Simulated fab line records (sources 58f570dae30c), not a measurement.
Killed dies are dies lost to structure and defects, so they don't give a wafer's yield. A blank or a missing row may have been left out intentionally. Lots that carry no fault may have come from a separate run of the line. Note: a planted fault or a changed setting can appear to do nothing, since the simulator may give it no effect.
What tool caused it?    flow berkeleyCmos170    7 lots with 21 wafers sampled at 2 steps, on a route of 331 steps

== WHAT THE GAUGES SHOWED, per wafer ==
UCB170_GATE_THK_MEAS_05.
lot   measured      on            GATE_POLY_THK (nm)
L467  day 7 07:09   filmMetro-01  217.2 214.9 215.8
L469  day 8 06:55   filmMetro-02  215.6 213.4 215.4
L470  day 8 06:55   filmMetro-04  215.5 214.4 216.5
L473  day 8 21:35   filmMetro-04  213.7 216.7 214.9
L475  day 9 07:24   filmMetro-04  214.4 215.0 213.4
L478  day 9 21:30   filmMetro-04  214.9 216.2 214.3
L488  day 11 18:21  filmMetro-01  173.1 173.5 173.8 173.1 173.5 173.8

== EACH LOT AND THE TOOL THAT RAN IT (in order: tool; ch and the chambers of the sampled wafers; start) ==
lot   UCB170_GATE_CVD_04
L467  lpcvd-02 ch 0, day 7 05:02
L469  lpcvd-02 ch 0, day 8 05:31
L470  lpcvd-02 ch 0, day 8 05:31
L473  lpcvd-02 ch 0, day 8 20:10
L475  lpcvd-01 ch 0, day 9 05:58
L478  lpcvd-01 ch 0, day 9 20:04
L488  lpcvd-01 ch 1, day 11 16:55
- UCB170_GATE_CVD_04: deposits poly-Si from SiH4, time 1440 s, target thk 214 nm.

== THE ANSWER, worked out from the rows above alone ==
Rule: what is usual is taken from the lots themselves. Put in order of their means at a reading, lots are off if they are a third of the lots or fewer, leave a main group of 4 or more, and stand apart from it by a gap of 3 or more times the standard deviation of the main group's means; of several such gaps the widest counts. If all means in a main group match to the digits the tables above print for the reading, that group is not used. Also off: a lot with no number at a reading for which 4 or more lots have one. All remaining lots with rows at the step are treated as sound.
Off: L488, seen at UCB170_GATE_THK_MEAS_05 (GATE_POLY_THK). The main group has a mean of 215.1 nm with a standard deviation of 0.53.
A tool fits if, at a process step before that reading, it ran every lot that is off, and no sound lot after the first of them. Gauges at UCB170_GATE_THK_MEAS_05: tried the same way as those tools. Can't be told from this: 2 tools fit, lpcvd-01 at UCB170_GATE_CVD_04, filmMetro-01 at UCB170_GATE_THK_MEAS_05.

== WHAT WAS PUT IN BY THE SIMULATOR ==
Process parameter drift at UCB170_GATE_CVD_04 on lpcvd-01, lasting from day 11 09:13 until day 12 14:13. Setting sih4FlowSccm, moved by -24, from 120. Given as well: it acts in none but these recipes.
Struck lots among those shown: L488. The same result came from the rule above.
